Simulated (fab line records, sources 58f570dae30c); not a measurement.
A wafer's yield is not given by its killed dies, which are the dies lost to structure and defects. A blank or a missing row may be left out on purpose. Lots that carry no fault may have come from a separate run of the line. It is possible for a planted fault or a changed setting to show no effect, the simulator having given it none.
fab line records	flow berkeley_cmos170	part 1 of 2: steps 1 to 24 of 34
[record] lots = 5	wafers = 15	last_day = 12
route steps=331 shown M2@284 V2@292 M3@309
lots that met no fault: from a run of the same line without faults
start_h: hours from the record's first day to the start of the lot's first wafer shown	wait_h: hours since the lot's step before	" the same as in the row above	L1.1+2: a single row standing in for several wafers	- either no value or no given start	* or withheld: withheld	< > ~ a bound
route shown NAME@n: a module of which the file shows steps, and the number in the route of the first	usual: the fault-free wafers' mean and standard deviation	same: alike in all rows	chamber/n: place in a boat	sites: the reading at each site	_std_site: their standard deviation	_edge_site: the outer-site mean with the inner-site mean subtracted	radius_mm: how far each site lies from the wafer's centre	mask NAME#n: copy n	behind: the tool/chamber that last shaped the wafer	hold: why the lot went on hold/how many hours it stayed there/how the hold came to an end	device: transistor that didn't switch, given as n, p or np	end of line: the tests these same wafers got at the end of their route	where a step has no rows: the recipe by itself	killed: the dies lost at the first sort to structure and to defects; this is not the yield of the wafer	map: the dies of a wafer, with x for killed, . for not killed, _ for no die there
set.NAME: the run value of the setting; set.NAME@STEP: its run value at that earlier step	model.NAME: the simulator's own value behind a step, which no gauge read
certain route steps with their lots: each step a table, each wafer a row
services: a tool's chamber out of use, with start hour (start_h, from the record's first day; less than 0 if before it), hours out, and reason
[[steps]]
[step UCB170_M2_PEB_13]
[recipe] peb_temp_c = 130	peb_time_s = withheld	resist = KrF
[usual] chill_plate_temp_C = 22.99/0.1
lot.wafer	tool	chamber	start_h	wait_h	chill_plate_temp_C
L079.1	litho_track-01	0	179.41	0.1	23.07
L079.4	"	0	"	"	22.90
L079.6	"	0	"	"	22.90
L081.1	litho_track-03	0	196.32	0.1	22.77
L081.2	"	0	"	"	22.94
L081.5	"	0	"	"	22.92
L083.1	litho_track-03	0	212.67	0.1	23.10
L083.3	"	0	"	"	23.00
L083.6	"	0	"	"	23.06
L086.1	litho_track-04	0	222.63	0.1	22.88
L086.3	"	0	"	"	23.16
L086.6	"	0	"	"	23.04
L095.1	litho_track-04	0	277.94	0.4	23.08
L095.3	"	0	"	"	22.96
L095.6	"	0	"	"	22.87
[step UCB170_M2_DEVELOP_14]
[recipe] developer = TMAH	develop_time_s = 45	resist = KrF	dev_temp_c = 21
[usual] chill_plate_temp_C = 22.98/0.099
lot.wafer	tool	chamber	start_h	wait_h	chill_plate_temp_C
L079.1	litho_track-01	0	-	-	23.13
L079.4	"	0	"	"	22.89
L079.6	"	0	"	"	23.14
L081.1	litho_track-03	0	-	-	22.85
L081.2	"	0	"	"	23.10
L081.5	"	0	"	"	23.00
L083.1	litho_track-03	0	-	-	22.94
L083.3	"	0	"	"	22.83
L083.6	"	0	"	"	22.84
L086.1	litho_track-04	0	-	-	22.93
L086.3	"	0	"	"	23.04
L086.6	"	0	"	"	22.98
L095.1	litho_track-04	0	-	-	23.08
L095.3	"	0	"	"	22.89
L095.6	"	0	"	"	22.90
[step UCB170_M2_CD_MEAS_15]
[recipe] target_cd_nm = 700
[usual] cd_nm = 699.7/1.4
lot.wafer	tool	chamber	start_h	wait_h	cd_nm
L079.1	cd_sem-02	-	179.69	-	700.0
L079.4	"	-	"	"	700.6
L079.6	"	-	"	"	700.3
L081.1	cd_sem-01	-	196.60	-	700.5
L081.2	"	-	"	"	700.9
L081.5	"	-	"	"	700.9
L083.1	cd_sem-02	-	213.37	-	697.9
L083.3	"	-	"	"	698.4
L083.6	"	-	"	"	697.5
L086.1	cd_sem-02	-	222.90	-	697.6
L086.3	"	-	"	"	697.6
L086.6	"	-	"	"	696.7
L095.1	cd_sem-01	-	278.21	-	698.5
L095.3	"	-	"	"	698.6
L095.6	"	-	"	"	699.5
[step UCB170_M2_OVL_MEAS_16]
[usual] M2_OVL = 1/5.1
lot.wafer	tool	chamber	start_h	wait_h	M2_OVL[nm]
L079.1	overlay-01	-	179.81	0.1	-1
L079.4	"	-	"	"	1
L079.6	"	-	"	"	5
L081.1	overlay-02	-	196.72	0.1	-9
L081.2	"	-	"	"	-13
L081.5	"	-	"	"	-12
L083.1	overlay-01	-	213.49	0.1	7
L083.3	"	-	"	"	7
L083.6	"	-	"	"	2
L086.1	overlay-02	-	223.02	0.1	0
L086.3	"	-	"	"	2
L086.6	"	-	"	"	0
L095.1	overlay-01	-	278.33	0.1	2
L095.3	"	-	"	"	4
L095.6	"	-	"	"	8
[step UCB170_M2_ETCH_17]
[recipe] chemistry = N2/H2	target_depth_a = withheld	overetch_a = withheld	target = BARC	time_s = withheld	source_w = 500	bias_w = 100	pressure_mtorr = 30	n2_flow_sccm = 100	h2_flow_sccm = 200
[usual] drypump_motor_current_A = 5.5/0.32	oes_product_au = 0.999/0.018	throttle_valve_pct = 13.36/0.19
lot.wafer	tool	chamber	start_h	wait_h	drypump_motor_current_A	oes_product_au	throttle_valve_pct
L079.1	rie_diel-01	1	179.84	0.0	5.3	1.018	13.41
L079.4	"	3	"	"	5.6	0.999	13.52
L079.6	"	1	"	"	5.3	1.031	13.41
L081.1	rie_diel-02	0	196.76	0.0	5.4	0.985	13.28
L081.2	"	2	"	"	5.2	0.995	13.44
L081.5	"	2	"	"	5.2	1.009	13.45
L083.1	rie_diel-03	2	213.53	0.0	5.9	1.027	13.52
L083.3	"	0	"	"	5.8	0.982	13.03
L083.6	"	3	"	"	5.3	0.985	13.46
L086.1	rie_diel-01	2	223.06	0.0	5.7	1.010	13.19
L086.3	"	1	"	"	5.2	1.007	13.40
L086.6	"	3	"	"	5.6	1.005	13.52
L095.1	rie_diel-02	3	278.37	0.0	5.1	0.968	13.12
L095.3	"	1	"	"	6.0	0.975	13.58
L095.6	"	1	"	"	6.0	0.970	13.58
[step UCB170_M2_METAL_ETCH_18]
[recipe] chemistry = Cl2/BCl3	target = Al	stop_on = SiO2	pressure_mtorr = 12	target_depth_a = 11700	over_etch_frac = 0.3	time_s = 195	icp_w = 600	bias_w = 120	Cl2_flow_sccm = 90	bcl3_flow_sccm = 45
[usual] drypump_motor_current_A = 5.96/0.24	oes_product_au = 0.855/0.015	throttle_valve_pct = 24.34/0.18
[same] over_etch_frac = 0.3
lot.wafer	tool	chamber	start_h	wait_h	drypump_motor_current_A	oes_product_au	rf_hours_counter_h	throttle_valve_pct
L079.1	rie_metal-01	1	179.89	-	5.99	0.850	2	24.44
L079.4	"	0	"	"	6.34	0.861	-	23.94
L079.6	"	1	"	"	5.99	0.866	-	24.45
L081.1	rie_metal-03	0	196.80	-	5.95	0.825	11	24.29
L081.2	"	1	"	"	5.68	0.835	5	24.36
L081.5	"	1	"	"	5.65	0.832	-	24.35
L083.1	rie_metal-01	1	213.57	-	5.97	0.856	3	24.45
L083.3	"	1	"	"	5.99	0.855	-	24.45
L083.6	"	0	"	"	6.32	0.862	-	23.94
L086.1	rie_metal-02	1	223.10	-	6.20	0.868	2	24.30
L086.3	"	1	"	"	6.17	0.865	-	24.31
L086.6	"	0	"	"	5.65	0.865	-	24.55
L095.1	rie_metal-02	1	278.41	-	6.23	0.869	4	24.30
L095.3	"	1	"	"	6.21	0.868	-	24.29
L095.6	"	1	"	"	6.21	0.864	-	24.29
[step UCB170_M2_STRIP_19]
[recipe] chemistry = O2	power_w = 400	pressure_mtorr = 3500	platen_temp_c = withheld	o2_flow_sccm = 400	overash_fraction = 0.5
[usual] drypump_motor_current_A = 5.77/0.21	o2_flow_sccm = 400.2/1.2	oes_product_au = 0.542/0.0096
lot.wafer	tool	chamber	start_h	wait_h	drypump_motor_current_A	o2_flow_sccm	oes_product_au	rf_hours_counter_h
L079.1	plasma_asher-02	1	180.07	0.1	5.63	399.6	0.542	5
L079.4	"	1	"	"	5.62	397.7	0.544	-
L079.6	"	0	"	"	6.00	400.5	0.547	-
L081.1	plasma_asher-02	1	196.99	0.1	5.61	399.5	0.542	7
L081.2	"	0	"	"	5.98	400.6	0.528	7
L081.5	"	0	"	"	5.99	400.7	0.537	-
L083.1	plasma_asher-03	0	213.76	0.1	5.46	401.5	0.554	40
L083.3	"	1	"	"	6.08	402.2	0.541	-
L083.6	"	0	"	"	5.46	401.3	0.545	-
L086.1	plasma_asher-02	0	223.29	0.1	5.99	399.4	0.529	10
L086.3	"	0	"	"	5.97	400.8	0.535	-
L086.6	"	1	"	"	5.63	401.2	0.530	-
L095.1	plasma_asher-04	1	278.60	0.1	5.68	398.6	0.551	60
L095.3	"	1	"	"	5.66	399.3	0.545	-
L095.6	"	0	"	"	5.84	399.0	0.558	-
[step UCB170_M2_CD_MEAS_90]
[recipe] target_cd_nm = 700
[usual] cd_nm = 700.1/2.3
lot.wafer	tool	chamber	start_h	wait_h	cd_nm
L079.1	cd_sem-02	-	180.17	0.1	698.1
L079.4	"	-	"	"	702.5
L079.6	"	-	"	"	701.8
L081.1	cd_sem-01	-	197.09	0.1	702.6
L081.2	"	-	"	"	699.7
L081.5	"	-	"	"	699.2
L083.1	cd_sem-02	-	214.21	0.4	698.5
L083.3	"	-	"	"	697.8
L083.6	"	-	"	"	696.8
L086.1	cd_sem-01	-	223.39	0.1	700.8
L086.3	"	-	"	"	698.9
L086.6	"	-	"	"	696.5
L095.1	cd_sem-02	-	278.70	0.1	698.8
L095.3	"	-	"	"	699.7
L095.6	"	-	"	"	699.6
[step UCB170_V2_CVD_00]
[recipe] material = SiO2	target_thk_nm = 2000	temp_c = 390	precursor = TEOS/O2	time_s = 250	rf_w = 550	pressure_mtorr = 9000
[usual] heater_power_w = 237/69
lot.wafer	tool	chamber	start_h	wait_h	heater_power_w
L079.1	pecvd-03	1	180.29	0.1	391
L079.4	"	2	"	"	149
L079.6	"	0	"	"	166
L081.1	pecvd-04	0	197.21	0.1	207
L081.2	"	2	"	"	270
L081.5	"	0	"	"	256
L083.1	pecvd-04	2	214.33	0.1	205
L083.3	"	0	"	"	237
L083.6	"	1	"	"	163
L086.1	pecvd-02	2	223.51	0.1	211
L086.3	"	0	"	"	285
L086.6	"	0	"	"	336
L095.1	pecvd-04	1	278.82	0.1	236
L095.3	"	2	"	"	267
L095.6	"	1	"	"	164
[step UCB170_V2_THK_MEAS_01]
[recipe] reads = SiO2_of_V2_CVD_00
[usual] V2_TEOS_THK = 2007/25
lot.wafer	tool	chamber	start_h	wait_h	V2_TEOS_THK[nm]
L079.1	film_metro-03	-	180.45	0.1	1982
L079.4	"	-	"	"	1997
L079.6	"	-	"	"	1994
L081.1	film_metro-03	-	197.36	0.1	2009
L081.2	"	-	"	"	2012
L081.5	"	-	"	"	2049
L083.1	film_metro-03	-	214.49	0.1	2009
L083.3	"	-	"	"	1998
L083.6	"	-	"	"	2004
L086.1	film_metro-02	-	223.66	0.1	1991
L086.3	"	-	"	"	2006
L086.6	"	-	"	"	2030
L095.1	film_metro-03	-	279.00	0.1	1998
L095.3	"	-	"	"	2002
L095.6	"	-	"	"	2015
[step UCB170_V2_CMP_02]
[recipe] material = SiO2	down_force_psi = 6	platen_rpm = 60	pad_velocity_m_s = 0.75398
[usual] motor_current_A = 16.0/1.2	slurry_filter_dp_kPa = 13.49/0.13
lot.wafer	tool	chamber	start_h	wait_h	motor_current_A	slurry_filter_dp_kPa
L079.1	cmp-01	0	180.56	0.1	14.8	13.25
L079.4	"	1	"	"	15.9	13.45
L079.6	"	3	"	"	13.1	13.63
L081.2	cmp-01	2	197.42	0.0	18.1	13.63
L081.1	"	3	"	"	13.7	13.56
L081.5	"	3	"	"	13.2	13.48
L083.3	cmp-02	0	214.60	0.1	16.1	13.58
L083.1	"	2	"	"	16.4	13.45
L083.6	"	0	"	"	15.8	13.46
L086.1	cmp-02	0	223.72	0.1	16.0	13.46
L086.3	"	2	"	"	17.5	13.54
L086.6	"	1	"	"	16.3	13.55
L095.3	cmp-02	1	279.11	0.1	16.5	13.56
L095.1	"	3	"	"	15.0	13.55
L095.6	"	1	"	"	17.3	13.64
[step UCB170_V2_BOW_MEAS_03]
[recipe] mode = bow
[usual] V2_BOW = 37/7.5
lot.wafer	tool	chamber	start_h	wait_h	V2_BOW[um]
L079.1	film_metro-01	-	180.81	0.2	39
L079.4	"	-	"	"	22
L079.6	"	-	"	"	31
L081.1	film_metro-01	-	197.72	0.2	35
L081.2	"	-	"	"	44
L081.5	"	-	"	"	35
L083.1	film_metro-01	-	214.85	0.1	42
L083.3	"	-	"	"	41
L083.6	"	-	"	"	37
L086.1	film_metro-01	-	224.02	0.2	33
L086.3	"	-	"	"	35
L086.6	"	-	"	"	36
L095.1	film_metro-03	-	279.36	0.1	31
L095.3	"	-	"	"	38
L095.6	"	-	"	"	29
[step UCB170_V2_THK_MEAS_04]
[recipe] reads = SiO2_of_V2_CVD_00
[usual] V2_POLISHED_THK = 1022.1/1.2
lot.wafer	tool	chamber	start_h	wait_h	V2_POLISHED_THK[nm]
L079.1	film_metro-01	-	180.93	0.1	1022.8
L079.4	"	-	"	"	1024.2
L079.6	"	-	"	"	1025.1
L081.1	film_metro-01	-	197.84	0.1	1023.6
L081.2	"	-	"	"	1021.6
L081.5	"	-	"	"	1023.3
L083.1	film_metro-01	-	214.97	0.1	1024.5
L083.3	"	-	"	"	1023.7
L083.6	"	-	"	"	1023.6
L086.1	film_metro-01	-	224.14	0.1	1022.0
L086.3	"	-	"	"	1021.0
L086.6	"	-	"	"	1021.9
L095.1	film_metro-03	-	279.48	0.1	1021.0
L095.3	"	-	"	"	1021.1
L095.6	"	-	"	"	1020.8
[step UCB170_V2_CLEAN_05]
[recipe] chemistry = DIW
lot.wafer	tool	chamber	start_h	wait_h
L079.1+4+6	wet_bench-04	3	180.99	0.1
L081.1+2+5	wet_bench-04	1	197.90	0.1
L083.1+3+6	wet_bench-02	1	215.03	0.1
L086.1+3+6	wet_bench-04	0	224.20	0.1
L095.1+3+6	wet_bench-04	2	279.54	0.1
[step UCB170_V2_HMDS_06]
[recipe] prime_time_s = 60	prime_temp_c = 100
[usual] chill_plate_temp_C = 23.00/0.1
lot.wafer	tool	chamber	start_h	wait_h	chill_plate_temp_C
L079.1	litho_track-02	0	181.16	0.0	23.16
L079.4	"	0	"	"	23.11
L079.6	"	0	"	"	23.00
L081.1	litho_track-01	0	198.59	0.5	22.90
L081.2	"	0	"	"	22.96
L081.5	"	0	"	"	22.93
L083.1	litho_track-03	0	215.44	0.2	23.25
L083.3	"	0	"	"	23.18
L083.6	"	0	"	"	23.31
L086.1	litho_track-02	0	224.46	0.1	23.07
L086.3	"	0	"	"	22.97
L086.6	"	0	"	"	22.88
L095.1	litho_track-03	0	279.80	0.1	23.00
L095.3	"	0	"	"	22.98
L095.6	"	0	"	"	23.02
[step UCB170_V2_COAT_07]
[recipe] resist = KrF	spin_rpm = 1500	resist_thk_nm = 900
[usual] chill_plate_temp_C = 22.99/0.11
lot.wafer	tool	chamber	start_h	wait_h	chill_plate_temp_C
L079.1	litho_track-02	0	181.31	0.1	23.26
L079.4	"	0	"	"	23.30
L079.6	"	0	"	"	23.32
L081.1	litho_track-01	0	198.74	0.1	22.85
L081.2	"	0	"	"	23.05
L081.5	"	0	"	"	22.79
L083.1	litho_track-03	0	215.59	0.1	22.98
L083.3	"	0	"	"	23.00
L083.6	"	0	"	"	23.13
L086.1	litho_track-02	0	224.61	0.1	22.99
L086.3	"	0	"	"	23.16
L086.6	"	0	"	"	23.02
L095.1	litho_track-03	0	279.95	0.1	23.02
L095.3	"	0	"	"	22.86
L095.6	"	0	"	"	22.89
[step UCB170_V2_SOFTBAKE_08]
[recipe] resist = KrF	temp_c = 130	time_s = 60
[usual] chill_plate_temp_C = 23.02/0.084
lot.wafer	tool	chamber	start_h	wait_h	chill_plate_temp_C
L079.1	litho_track-02	0	181.46	0.1	22.90
L079.4	"	0	"	"	23.15
L079.6	"	0	"	"	23.24
L081.1	litho_track-01	0	198.89	0.1	22.92
L081.2	"	0	"	"	22.94
L081.5	"	0	"	"	23.21
L083.1	litho_track-03	0	215.74	0.1	23.07
L083.3	"	0	"	"	23.01
L083.6	"	0	"	"	22.90
L086.1	litho_track-02	0	224.76	0.1	23.07
L086.3	"	0	"	"	22.98
L086.6	"	0	"	"	23.13
L095.1	litho_track-03	0	280.10	0.1	22.99
L095.3	"	0	"	"	22.92
L095.6	"	0	"	"	22.88
[step UCB170_V2_EXPOSE_09]
[recipe] mask_id = VIA2	target_cd_nm = 700	na = 0.5	sigma_outer = 0.6	source_shape = conventional	dose_mj = 37
lot.wafer	tool	chamber	start_h	wait_h	mask
L079.1+4+6	krf_scanner-02	0	181.61	0.1	VIA2#0
L081.1+2+5	krf_scanner-02	0	199.16	0.2	VIA2#0
L083.1+3+6	krf_scanner-01	0	216.01	0.2	VIA2#0
L086.1+3+6	krf_scanner-02	0	225.03	0.2	VIA2#0
L095.1+3+6	krf_scanner-01	0	280.38	0.2	VIA2#0
[step UCB170_V2_PEB_10]
[recipe] peb_temp_c = 130	peb_time_s = withheld	resist = KrF
[usual] chill_plate_temp_C = 23.01/0.11
lot.wafer	tool	chamber	start_h	wait_h	chill_plate_temp_C
L079.1	litho_track-02	0	181.73	0.1	23.13
L079.4	"	0	"	"	23.14
L079.6	"	0	"	"	22.98
L081.1	litho_track-03	0	199.44	0.3	22.99
L081.2	"	0	"	"	22.86
L081.5	"	0	"	"	23.17
L083.1	litho_track-01	0	216.43	0.4	23.04
L083.3	"	0	"	"	22.86
L083.6	"	0	"	"	22.96
L086.1	litho_track-01	0	225.43	0.4	22.78
L086.3	"	0	"	"	22.92
L086.6	"	0	"	"	22.96
L095.1	litho_track-02	0	280.50	0.1	23.16
L095.3	"	0	"	"	23.04
L095.6	"	0	"	"	23.10
[step UCB170_V2_DEVELOP_11]
[recipe] developer = TMAH	develop_time_s = 45	resist = KrF	dev_temp_c = 21
[usual] chill_plate_temp_C = 22.97/0.11
lot.wafer	tool	chamber	start_h	wait_h	chill_plate_temp_C
L079.1	litho_track-02	0	-	-	23.07
L079.4	"	0	"	"	22.94
L079.6	"	0	"	"	22.83
L081.1	litho_track-03	0	-	-	23.08
L081.2	"	0	"	"	23.01
L081.5	"	0	"	"	23.10
L083.1	litho_track-01	0	-	-	22.85
L083.3	"	0	"	"	22.89
L083.6	"	0	"	"	22.90
L086.1	litho_track-01	0	-	-	22.94
L086.3	"	0	"	"	22.81
L086.6	"	0	"	"	22.94
L095.1	litho_track-02	0	-	-	23.11
L095.3	"	0	"	"	22.92
L095.6	"	0	"	"	23.03
[step UCB170_V2_CD_MEAS_12]
[recipe] target_cd_nm = 700
[usual] cd_nm = 700.1/1.3
lot.wafer	tool	chamber	start_h	wait_h	cd_nm
L079.1	cd_sem-02	-	182.01	-	699.5
L079.4	"	-	"	"	700.3
L079.6	"	-	"	"	698.8
L081.1	cd_sem-01	-	199.72	-	701.2
L081.2	"	-	"	"	701.3
L081.5	"	-	"	"	700.6
L083.1	cd_sem-01	-	216.70	-	698.2
L083.3	"	-	"	"	698.5
L083.6	"	-	"	"	698.4
L086.1	cd_sem-02	-	225.70	-	696.9
L086.3	"	-	"	"	697.5
L086.6	"	-	"	"	698.2
L095.1	cd_sem-01	-	280.77	-	699.0
L095.3	"	-	"	"	699.7
L095.6	"	-	"	"	698.8
[step UCB170_V2_OVL_MEAS_13]
[usual] V2_OVL = 2/4.3
lot.wafer	tool	chamber	start_h	wait_h	V2_OVL[nm]
L079.1	overlay-02	-	182.13	0.1	2
L079.4	"	-	"	"	7
L079.6	"	-	"	"	12
L081.1	overlay-02	-	199.84	0.1	3
L081.2	"	-	"	"	3
L081.5	"	-	"	"	2
L083.1	overlay-02	-	216.82	0.1	1
L083.3	"	-	"	"	0
L083.6	"	-	"	"	2
L086.1	overlay-02	-	225.82	0.1	8
L086.3	"	-	"	"	2
L086.6	"	-	"	"	6
L095.1	overlay-01	-	280.89	0.1	6
L095.3	"	-	"	"	2
L095.6	"	-	"	"	7
[step UCB170_V2_ETCH_14]
[recipe] chemistry = CHF3/CF4/Ar	target = SiO2	stop_on = Al	CHF3_flow_sccm = 45	cf4_flow_sccm = 15	Ar_flow_sccm = 150	pressure_mtorr = 200	rf_w = 700	target_depth_a = 12500	over_etch_frac = 0.25	time_s = 291
[usual] CHF3_flow_sccm = 44.99/0.12	drypump_motor_current_A = 5.47/0.26	oes_product_au = 0.881/0.013	throttle_valve_pct = 7.00/0.13
[same] over_etch_frac = 0.25
lot.wafer	tool	chamber	start_h	wait_h	CHF3_flow_sccm	drypump_motor_current_A	oes_product_au	rf_hours_counter_h	throttle_valve_pct
L079.1	rie_diel-04	3	182.16	0.0	44.92	5.08	0.878	16	7.04
L079.4	"	2	"	"	45.05	5.61	0.863	75	6.83
L079.6	"	3	"	"	45.24	5.06	0.872	-	7.03
L081.1	rie_diel-04	0	199.88	0.0	45.06	5.40	0.898	72	6.97
L081.2	"	1	"	"	44.94	5.57	0.882	127	7.16
L081.5	"	0	"	"	44.81	5.40	0.897	-	6.96
L083.1	rie_diel-04	0	216.86	0.0	44.93	5.40	0.899	73	6.97
L083.3	"	1	"	"	44.91	5.56	0.890	128	7.17
L083.6	"	0	"	"	44.94	5.38	0.896	-	6.97
L086.1	rie_diel-04	2	225.86	0.0	45.27	5.59	0.866	78	6.84
L086.3	"	1	"	"	44.84	5.55	0.892	128	7.16
L086.6	"	0	"	"	44.86	5.40	0.884	-	6.96
L095.1	rie_diel-03	1	280.93	0.0	44.91	5.35	0.877	27	7.12
L095.3	"	0	"	"	44.90	5.84	0.897	1	6.78
L095.6	"	0	"	"	44.95	5.83	0.896	-	6.78
[step UCB170_V2_STRIP_15]
[recipe] chemistry = O2	power_w = 400	pressure_mtorr = 3500	platen_temp_c = withheld	o2_flow_sccm = 400	overash_fraction = 0.5
[usual] drypump_motor_current_A = 5.88/0.25	o2_flow_sccm = 400.0/1.3	oes_product_au = 0.722/0.0045	strip_time_to_endpoint_s = 15.26/0.097
lot.wafer	tool	chamber	start_h	wait_h	drypump_motor_current_A	o2_flow_sccm	oes_product_au	rf_hours_counter_h	strip_time_to_endpoint_s
L079.1	plasma_asher-04	0	182.34	0.1	5.82	400.1	0.726	50	15.39
L079.4	"	1	"	"	5.65	398.5	0.717	-	15.21
L079.6	"	0	"	"	5.86	399.2	0.716	-	15.46
L081.1	plasma_asher-03	0	200.05	0.1	5.46	400.2	0.726	39	15.22
L081.2	"	1	"	"	6.04	401.2	0.712	39	15.22
L081.5	"	1	"	"	6.03	398.2	0.716	-	15.18
L083.1	plasma_asher-04	1	217.04	0.1	5.68	398.4	0.724	53	15.24
L083.3	"	1	"	"	5.69	397.1	0.718	-	15.27
L083.6	"	0	"	"	5.84	401.0	0.731	-	15.33
L086.1	plasma_asher-01	0	226.04	0.1	6.03	399.3	0.723	54	15.20
L086.3	"	0	"	"	6.01	399.9	0.720	-	15.21
L086.6	"	0	"	"	6.01	398.5	0.722	-	15.08
L095.1	plasma_asher-03	0	281.10	0.1	5.48	399.9	0.730	48	15.27
L095.3	"	0	"	"	5.48	398.9	0.725	-	15.11
L095.6	"	1	"	"	6.11	401.7	0.725	-	15.07
